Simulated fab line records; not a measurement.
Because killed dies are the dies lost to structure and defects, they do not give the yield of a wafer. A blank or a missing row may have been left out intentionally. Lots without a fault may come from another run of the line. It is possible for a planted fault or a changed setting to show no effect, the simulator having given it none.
fab line records + flow berkeley-cmos170
record:
- lots: 6
- wafers: 18
- last-day: 12
route steps=331 shown V2@295
lots untouched by any fault: they come from a run of this same line in which no faults occurred
start-h: hours from the record's first day to the start of the lot's first wafer shown + wait-h: hours from the lot's prior step to this one + " same as the row above + L1.1+2: a row that stands for several wafers + - either no value or no given start + * or withheld: withheld + < > ~ a bound
route shown NAME@n: names a module that has steps shown in the file, with the first one's number in the route + usual: mean/standard deviation of fault-free wafers + same: alike in all rows + chamber/n: place in a boat + sites: per-site readings + _std_site: standard deviation of those values + _edge_site: mean of outer sites minus mean of inner sites + radius-mm: how far each site lies from the wafer's centre + mask NAME#n: copy n + behind: tool/chamber where the wafer was last shaped + hold: reason for holding the lot/hours on hold/outcome of the hold + device: whichever transistor did not switch (one of n, p or np) + end of line: tests of these same wafers at the route's end + a step given without rows: its recipe and nothing more + killed: count of dies lost to structure and defects at first sort (not the wafer's yield) + map: a wafer's dies, marking killed ones x, the rest . and places with no die _
set.NAME: the setting as run; set.NAME@STEP: as run at that earlier step + model.NAME: the simulator's own value behind a step, which no gauge read
certain route steps with their lots: each step a table, each wafer a row
services: the hour from which a tool's chamber was out of use, counted from the record's first day as start-h (under 0 if before that day), plus the number of hours and why
== steps ==
step: UCB170_V2_BOW_MEAS_03
recipe:
- mode: bow
usual:
- V2_BOW: 38/7.4
| lot.wafer | tool          | chamber | start-h | wait-h | V2_BOW[um] |
|-----------|---------------|---------|---------|--------|------------|
| L377.4    | film-metro-04 | -       | 206.54  | 0.3    | 29         |
| L377.5    | "             | -       | "       | "      | 20         |
| L377.6    | "             | -       | "       | "      | 25         |
| L386.1    | film-metro-02 | -       | 244.56  | 0.2    | 39         |
| L386.3    | "             | -       | "       | "      | 37         |
| L386.6    | "             | -       | "       | "      | 42         |
| L387.3    | film-metro-02 | -       | 246.21  | 0.2    | 41         |
| L387.4    | "             | -       | "       | "      | 29         |
| L387.5    | "             | -       | "       | "      | 41         |
| L395.2    | film-metro-04 | -       | 281.25  | 0.1    | 45         |
| L395.4    | "             | -       | "       | "      | 43         |
| L395.6    | "             | -       | "       | "      | 40         |
| L397.1    | film-metro-02 | -       | 291.84  | 0.1    | 48         |
| L397.4    | "             | -       | "       | "      | 39         |
| L397.5    | "             | -       | "       | "      | 31         |
| L398.2    | film-metro-01 | -       | 292.14  | 0.2    | 54         |
| L398.3    | "             | -       | "       | "      | 57         |
| L398.6    | "             | -       | "       | "      | 54         |
step: UCB170_V2_THK_MEAS_04
recipe:
- reads: SiO2_of_V2_CVD_00
usual:
- V2_POLISHED_THK: 1000.8/1.1
| lot.wafer | tool          | chamber | start-h | wait-h | V2_POLISHED_THK[nm] |
|-----------|---------------|---------|---------|--------|---------------------|
| L377.4    | film-metro-04 | -       | 206.63  | 0.1    | 1000.0              |
| L377.5    | "             | -       | "       | "      | 1000.8              |
| L377.6    | "             | -       | "       | "      | 999.4               |
| L386.1    | film-metro-02 | -       | 244.68  | 0.1    | 1000.2              |
| L386.3    | "             | -       | "       | "      | 1001.4              |
| L386.6    | "             | -       | "       | "      | 1000.3              |
| L387.3    | film-metro-02 | -       | 246.31  | 0.1    | 1001.0              |
| L387.4    | "             | -       | "       | "      | 1001.9              |
| L387.5    | "             | -       | "       | "      | 1001.0              |
| L395.2    | film-metro-04 | -       | 281.36  | 0.1    | 1002.6              |
| L395.4    | "             | -       | "       | "      | 1002.2              |
| L395.6    | "             | -       | "       | "      | 1001.7              |
| L397.1    | film-metro-02 | -       | 291.96  | 0.1    | 1001.9              |
| L397.4    | "             | -       | "       | "      | 1002.3              |
| L397.5    | "             | -       | "       | "      | 1001.5              |
| L398.2    | film-metro-01 | -       | 292.25  | 0.1    | 1000.8              |
| L398.3    | "             | -       | "       | "      | 998.7               |
| L398.6    | "             | -       | "       | "      | 1001.5              |
step: UCB170_V2_CLEAN_05
recipe:
- chemistry: DIW
step: UCB170_V2_HMDS_06
recipe:
- prime-time-s: 60
- prime-temp-c: 100
step: UCB170_V2_COAT_07
recipe:
- resist: KrF
- spin-rpm: 1500
- resist-thk-nm: 900
step: UCB170_V2_SOFTBAKE_08
recipe:
- resist: KrF
- temp-c: 130
- time-s: 60
step: UCB170_V2_EXPOSE_09
recipe:
- mask-id: VIA2
- target-cd-nm: 700
- na: 0.5
- sigma-outer: 0.6
- source-shape: conventional
- dose-mj: 37
step: UCB170_V2_PEB_10
recipe:
- peb-temp-c: 130
- peb-time-s: withheld
- resist: KrF
step: UCB170_V2_DEVELOP_11
recipe:
- developer: TMAH
- develop-time-s: 45
- resist: KrF
- dev-temp-c: 21
step: UCB170_V2_CD_MEAS_12
recipe:
- target-cd-nm: 700
usual:
- cd-nm: 700.6/1.4
| lot.wafer | tool      | chamber | start-h | wait-h | cd-nm |
|-----------|-----------|---------|---------|--------|-------|
| L377.4    | cd-sem-02 | -       | 209.44  | -      | 700.2 |
| L377.5    | "         | -       | "       | "      | 701.2 |
| L377.6    | "         | -       | "       | "      | 699.6 |
| L386.1    | cd-sem-02 | -       | 247.91  | -      | 702.1 |
| L386.3    | "         | -       | "       | "      | 702.8 |
| L386.6    | "         | -       | "       | "      | 702.2 |
| L387.3    | cd-sem-02 | -       | 250.20  | -      | 700.5 |
| L387.4    | "         | -       | "       | "      | 699.6 |
| L387.5    | "         | -       | "       | "      | 698.7 |
| L395.2    | cd-sem-01 | -       | 283.81  | -      | 701.8 |
| L395.4    | "         | -       | "       | "      | 700.8 |
| L395.6    | "         | -       | "       | "      | 702.5 |
| L397.1    | cd-sem-02 | -       | 293.20  | -      | 700.5 |
| L397.4    | "         | -       | "       | "      | 700.9 |
| L397.5    | "         | -       | "       | "      | 700.2 |
| L398.2    | cd-sem-01 | -       | 293.50  | -      | 700.1 |
| L398.3    | "         | -       | "       | "      | 699.8 |
| L398.6    | "         | -       | "       | "      | 700.3 |
step: UCB170_V2_OVL_MEAS_13
usual:
- V2_OVL: -1/5.2
| lot.wafer | tool       | chamber | start-h | wait-h | V2_OVL[nm] |
|-----------|------------|---------|---------|--------|------------|
| L377.4    | overlay-02 | -       | 209.52  | 0.1    | -5         |
| L377.5    | "          | -       | "       | "      | 1          |
| L377.6    | "          | -       | "       | "      | -3         |
| L386.1    | overlay-02 | -       | 248.03  | 0.1    | -1         |
| L386.3    | "          | -       | "       | "      | -8         |
| L386.6    | "          | -       | "       | "      | -1         |
| L387.3    | overlay-01 | -       | 250.29  | 0.1    | 1          |
| L387.4    | "          | -       | "       | "      | 2          |
| L387.5    | "          | -       | "       | "      | -3         |
| L395.2    | overlay-01 | -       | 283.95  | 0.1    | -8         |
| L395.4    | "          | -       | "       | "      | 3          |
| L395.6    | "          | -       | "       | "      | -5         |
| L397.1    | overlay-01 | -       | 293.32  | 0.1    | 9          |
| L397.4    | "          | -       | "       | "      | 2          |
| L397.5    | "          | -       | "       | "      | -1         |
| L398.2    | overlay-02 | -       | 293.61  | 0.1    | -2         |
| L398.3    | "          | -       | "       | "      | 0          |
| L398.6    | "          | -       | "       | "      | -4         |
step: UCB170_V2_ETCH_14
recipe:
- chemistry: CHF3/CF4/Ar
- target: SiO2
- stop-on: Al
- CHF3_flow_sccm: 45
- cf4-flow-sccm: 15
- Ar_flow_sccm: 150
- pressure-mtorr: 200
- rf-w: 700
- target-depth-a: 12500
- over-etch-frac: 0.25
- time-s: 291
usual:
- chamber-pressure-mTorr: 199.97/0.2
- drypump-motor-current-A: 5.6/0.35
- oes-product-au: 0.873/0.013
- throttle-valve-pct: 7.01/0.13
| lot.wafer | tool        | chamber | start-h | wait-h | chamber-pressure-mTorr | drypump-motor-current-A | oes-product-au | rf-hours-counter-h | throttle-valve-pct |
|-----------|-------------|---------|---------|--------|------------------------|-------------------------|----------------|--------------------|--------------------|
| L377.4    | rie-diel-03 | 1       | 209.54  | 0.0    | 200.15                 | 5.7                     | 0.867          | 13                 | 7.08               |
| L377.5    | "           | 2       | "       | "      | 199.59                 | 4.9                     | 0.861          | -                  | 7.17               |
| L377.6    | "           | 3       | "       | "      | 200.10                 | 6.2                     | 0.886          | -                  | 7.14               |
| L386.1    | rie-diel-04 | 3       | 248.07  | 0.0    | 199.90                 | 6.0                     | 0.888          | 112                | 7.04               |
| L386.3    | "           | 1       | "       | "      | 200.17                 | 5.7                     | 0.868          | 9                  | 6.89               |
| L386.6    | "           | 1       | "       | "      | 199.86                 | 5.7                     | 0.868          | -                  | 6.89               |
| L387.3    | rie-diel-03 | 1       | 250.31  | 0.0    | 200.08                 | 5.7                     | 0.856          | 15                 | 7.07               |
| L387.4    | "           | 3       | "       | "      | 199.97                 | 6.2                     | 0.891          | 25                 | 7.14               |
| L387.5    | "           | 3       | "       | "      | 199.91                 | 6.2                     | 0.873          | -                  | 7.12               |
| L395.2    | rie-diel-01 | 1       | 283.98  | 0.0    | 200.06                 | 5.3                     | 0.891          | 116                | 6.86               |
| L395.4    | "           | 1       | "       | "      | 199.70                 | 5.3                     | 0.880          | -                  | 6.88               |
| L395.6    | "           | 3       | "       | "      | 200.50                 | 5.5                     | 0.881          | -                  | 7.23               |
| L397.1    | rie-diel-03 | 1       | 293.35  | 0.0    | 199.91                 | 5.7                     | 0.875          | 17                 | 7.10               |
| L397.4    | "           | 3       | "       | "      | 199.88                 | 6.2                     | 0.891          | 28                 | 7.13               |
| L397.5    | "           | 3       | "       | "      | 200.13                 | 6.2                     | 0.886          | -                  | 7.13               |
| L398.2    | rie-diel-04 | 0       | 293.64  | 0.0    | 199.74                 | 5.7                     | 0.862          | 22                 | 6.89               |
| L398.3    | "           | 1       | "       | "      | 200.03                 | 5.6                     | 0.860          | 12                 | 6.88               |
| L398.6    | "           | 2       | "       | "      | 200.09                 | 5.6                     | 0.878          | -                  | 7.03               |
step: UCB170_V2_STRIP_15
recipe:
- chemistry: O2
- power-w: 400
- pressure-mtorr: 3500
- platen-temp-c: withheld
- o2-flow-sccm: 400
- overash-fraction: 0.5
usual:
- chamber-pressure-mTorr: 3500/3.6
- drypump-motor-current-A: 5.7/0.58
- oes-product-au: 0.722/0.0042
- strip-time-to-endpoint-s: 15.35/0.11
| lot.wafer | tool            | chamber | start-h | wait-h | chamber-pressure-mTorr | drypump-motor-current-A | oes-product-au | rf-hours-counter-h | strip-time-to-endpoint-s | model.KrF_of_V2_COAT_07.thk-nm |
|-----------|-----------------|---------|---------|--------|------------------------|-------------------------|----------------|--------------------|--------------------------|--------------------------------|
| L377.4    | plasma-asher-01 | 1       | 209.75  | 0.1    | 3505                   | 5.5                     | 0.725          | -                  | 15.53                    | 0                              |
| L377.5    | "               | 1       | "       | "      | 3497                   | 5.5                     | 0.718          | -                  | 15.43                    | 0                              |
| L377.6    | "               | 0       | "       | "      | 3498                   | 6.7                     | 0.717          | -                  | 15.41                    | 0                              |
| L386.1    | plasma-asher-02 | 1       | 248.24  | 0.1    | -                      | -                       | -              | -                  | -                        | 607.7                          |
| L386.3    | "               | 0       | "       | "      | -                      | -                       | -              | -                  | -                        | 602.4                          |
| L386.6    | "               | 0       | "       | "      | -                      | -                       | -              | -                  | -                        | 604.5                          |
| L387.3    | plasma-asher-04 | 0       | 250.53  | 0.1    | -                      | -                       | -              | -                  | -                        | 615.2                          |
| L387.4    | "               | 1       | "       | "      | -                      | -                       | -              | -                  | -                        | 610.5                          |
| L387.5    | "               | 0       | "       | "      | -                      | -                       | -              | -                  | -                        | 614.2                          |
| L395.2    | plasma-asher-04 | 0       | 284.16  | 0.1    | 3500                   | 5.5                     | 0.723          | 52                 | 15.34                    | 0                              |
| L395.4    | "               | 1       | "       | "      | 3501                   | 5.5                     | 0.721          | -                  | 15.40                    | 0                              |
| L395.6    | "               | 1       | "       | "      | 3500                   | 5.5                     | 0.719          | -                  | 15.36                    | 0                              |
| L397.1    | plasma-asher-01 | 1       | 293.53  | 0.1    | 3502                   | 5.5                     | 0.728          | 20                 | 15.49                    | 0                              |
| L397.4    | "               | 1       | "       | "      | 3503                   | 5.5                     | 0.719          | -                  | 15.33                    | 0                              |
| L397.5    | "               | 0       | "       | "      | 3504                   | 6.7                     | 0.716          | -                  | 15.34                    | 0                              |
| L398.2    | plasma-asher-02 | 1       | 293.82  | 0.1    | 3499                   | 4.8                     | 0.722          | 59                 | 15.46                    | 0                              |
| L398.3    | "               | 1       | "       | "      | 3497                   | 4.8                     | 0.718          | -                  | 15.19                    | 0                              |
| L398.6    | "               | 1       | "       | "      | 3496                   | 4.8                     | 0.730          | -                  | 15.32                    | 0                              |
step: UCB170_V2_CD_MEAS_90
recipe:
- target-cd-nm: 700
usual:
- cd-nm: 700.6/1.6
| lot.wafer | tool      | chamber | start-h | wait-h | cd-nm |
|-----------|-----------|---------|---------|--------|-------|
| L377.4    | cd-sem-01 | -       | 209.88  | 0.1    | 699.8 |
| L377.5    | "         | -       | "       | "      | 700.3 |
| L377.6    | "         | -       | "       | "      | 699.8 |
| L386.1    | cd-sem-02 | -       | 248.34  | 0.1    | 702.9 |
| L386.3    | "         | -       | "       | "      | 703.4 |
| L386.6    | "         | -       | "       | "      | 703.1 |
| L387.3    | cd-sem-01 | -       | 250.63  | 0.1    | 699.5 |
| L387.4    | "         | -       | "       | "      | 700.1 |
| L387.5    | "         | -       | "       | "      | 699.0 |
| L395.2    | cd-sem-02 | -       | 284.28  | 0.1    | 703.0 |
| L395.4    | "         | -       | "       | "      | 701.3 |
| L395.6    | "         | -       | "       | "      | 703.0 |
| L397.1    | cd-sem-02 | -       | 293.63  | 0.1    | 699.6 |
| L397.4    | "         | -       | "       | "      | 701.0 |
| L397.5    | "         | -       | "       | "      | 700.5 |
| L398.2    | cd-sem-01 | -       | 293.94  | 0.1    | 700.6 |
| L398.3    | "         | -       | "       | "      | 701.0 |
| L398.6    | "         | -       | "       | "      | 699.4 |
== services ==
| tool            | chamber | start-h | hours | kind           |
|-----------------|---------|---------|-------|----------------|
| plasma-asher-04 | -       | 194.13  | 2.8   | pm             |
| rie-diel-01     | -       | 207.72  | 4.3   | pm             |
| rie-diel-04     | 2       | 217.07  | -     | clean          |
| rie-diel-04     | 2       | 217.07  | 17.0  | scheduled-down |
| rie-diel-04     | 2       | 217.07  | 17.0  | vent-cycle     |
| rie-diel-01     | 0       | 254.42  | 3.4   | repair         |
| rie-diel-01     | 3       | 256.81  | 11.3  | repair         |
== key ==
first-sign:
- step: UCB170_V2_STRIP_15
- reading: tool-record
- direction: missing
effect none on later readings
model-effect:
- step: UCB170_V2_STRIP_15
- value: KrF_of_V2_COAT_07.thk-nm
- without: 0
- struck: 609.1
met-at UCB170_V2_STRIP_15
struck-wafers L386.1,L386.3,L386.6,L387.3,L387.4,L387.5
later-rows-left-out L386.1,L386.3,L386.6,L387.3,L387.4,L387.5
sort-left-out L386.1,L386.3,L386.6,L387.3,L387.4,L387.5
fault:
- kind: skipped-step-whole
- tool: plasma-asher-02,plasma-asher-04
- chamber: -
- onset-h: 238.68
- steps: UCB170_V2_STRIP_15
- scope: struck-lots-only
sort-left-out: the simulated sort isn't trusted on such a fault, so these wafers' sort isn't shown, and their yield isn't known
later-rows-left-out: the simulator's readings of these wafers behind a module that went badly wrong aren't trusted and aren't shown, but for the sort
